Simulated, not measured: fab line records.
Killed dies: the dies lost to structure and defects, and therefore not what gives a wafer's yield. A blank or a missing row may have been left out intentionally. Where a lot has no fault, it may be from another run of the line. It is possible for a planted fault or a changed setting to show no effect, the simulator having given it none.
Which tool is to blame? ; flow rit-cmos ; 15 lots, 45 wafers sampled, at 2 steps of a route of 202

WHAT EACH GAUGE READ, for each wafer
The record holds no reading of a measuring or inspecting step that can be judged against a usual standard deviation.

EACH LOT AND THE TOOL THAT RAN IT (in order: tool; ch and the chambers of the sampled wafers; start)
lot;RIT_NRETRO_STRIP_09;RIT_M1_PROBE_99
L130;plasma-asher-02 ch 0,1, day 2 08:29;prober-02, day 3 13:43
L131;plasma-asher-01 ch 1, day 2 13:35;prober-01, day 3 18:42
L132;plasma-asher-01 ch 0,1, day 2 16:38;prober-02, day 3 20:47
L133;plasma-asher-02 ch 0,1, day 2 22:13;prober-01, day 4 08:18
L134;plasma-asher-01 ch 0,1, day 3 04:37;prober-02, day 4 14:10
L136;plasma-asher-04 ch 0,1, day 3 16:06;prober-01, day 4 21:52
L137;plasma-asher-01 ch 0,1, day 3 21:40;prober-01, day 5 05:20
L139;plasma-asher-01 ch 0,1, day 4 11:04;prober-01, day 5 15:40
L141;plasma-asher-01 ch 0,1, day 4 19:20;prober-01, day 6 03:02
L145;plasma-asher-02 ch 0,1, day 5 10:46;prober-02, day 7 15:05
L147;plasma-asher-02 ch 0,1, day 5 23:33;prober-01, day 7 15:08
L149;plasma-asher-02 ch 0,1, day 6 06:04;prober-02, day 7 15:26
L150;plasma-asher-02 ch 0,1, day 6 12:07;prober-02, day 7 22:47
L152;plasma-asher-04 ch 0,1, day 6 21:36;prober-02, day 8 08:40
L153;plasma-asher-04 ch 0,1, day 7 04:22;prober-02, day 8 20:47
- RIT_NRETRO_STRIP_09: strips in O2, time 180 s.
- RIT_M1_PROBE_99

AS READ BY THE TOOLS THEMSELVES (means over the sampled wafers that have a number; for cases with no such wafer, the mark the record gives instead)
RIT_NRETRO_STRIP_09.
lot;tool;drypump-motor-current-A (A);o2-flow-sccm (sccm);rf-refl-power-W (W)
L130;plasma-asher-02;5.28;3999;6.9
L131;plasma-asher-01;6.08;4008;5.4
L132;plasma-asher-01;5.91;4000;5.5
L133;plasma-asher-02;5.31;4002;6.9
L134;plasma-asher-01;5.73;4016;5.7
L136;plasma-asher-04;5.75;4001;5.3
L137;plasma-asher-01;5.90;4002;5.5
L139;plasma-asher-01;5.91;4003;5.6
L141;plasma-asher-01;5.71;3994;5.9
L145;plasma-asher-02;5.51;4002;7.7
L147;plasma-asher-02;5.51;3994;7.5
L149;plasma-asher-02;5.31;3994;6.9
L150;plasma-asher-02;5.32;3993;6.9
L152;plasma-asher-04;5.75;4005;5.0
L153;plasma-asher-04;5.84;3997;6.7

RIT_M1_PROBE_99.
lot;tool;killed_at_M0_to_M3;killed-at-contacts;killed-at-front-end;killed-dies;killed-on-rim;killed-open;killed-short
L130;prober-02;0.0;0.0;8;8;2.7;5.0;3.3
L131;prober-01;0.0;0.0;6;6;1.3;3.0;2.7
L132;prober-02;0.0;0.0;8;8;3.0;3.0;4.7
L133;prober-01;0.0;0.0;7;7;2.3;4.3;2.7
L134;prober-02;0.0;0.0;5;5;1.0;1.7;3.0
L136;prober-01;0.0;0.0;5;5;0.7;2.3;2.3
L137;prober-01;0.3;0.0;22;22;10.0;4.0;4.3
L139;prober-01;0.0;0.0;16;16;9.0;1.0;2.0
L141;prober-01;0.0;0.0;20;20;10.0;4.0;2.0
L145;prober-02;0.0;0.3;6;6;2.3;3.3;3.0
L147;prober-01;0.0;0.0;6;6;0.7;2.3;3.7
L149;prober-02;0.0;0.0;11;11;1.3;4.0;6.7
L150;prober-02;0.0;0.0;12;12;3.0;6.3;5.7
L152;prober-02;0.0;0.0;5;5;1.3;2.3;2.3
L153;prober-02;0.0;0.0;5;5;1.0;2.7;2.0

THE ANSWER, worked out from the rows above alone
Rule: the lots themselves supply what counts as usual. The widest of any qualifying gaps counts: lots, ordered by their means at a reading, are off when they make up no more than a third of the lots, leave a main group of 4 or more, and stand apart from it by 3 or more times the standard deviation of that group's means. A main group is skipped when, at the precision printed for the reading in the tables above, its means are all equal. A lot without any number at a reading at which 4 lots or more have one is off too. Any other lot the step has rows for is counted as sound. Order of review: gauges by route order, followed by the tools' own readings, for which a lot's mean as printed above is used. The first step at which some lot is off is used, and at that step the reading that is off furthest; a lot without a number counts as furthest.
Off: L137, L139, L141, at RIT_M1_PROBE_99 (killed-on-rim). Main group: mean 1.7, sd 0.84.
If a tool, at that step or one of the process steps before it, ran each lot that is off and ran no sound lot following the first of them, it fits. One fits: RIT_NRETRO_STRIP_09 on plasma-asher-01. Its last sound lot is L134 (day 3 04:37), its first lot that is off L137 (day 3 21:40): a fault that began between those two fits.

WHAT HAD BEEN PUT IN BY THE SIMULATOR
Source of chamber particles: plasma-asher-01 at RIT_NRETRO_STRIP_09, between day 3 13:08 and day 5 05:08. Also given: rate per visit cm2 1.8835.
Shown lots that were struck: L137, L139, L141. The rule given above showed the same thing.
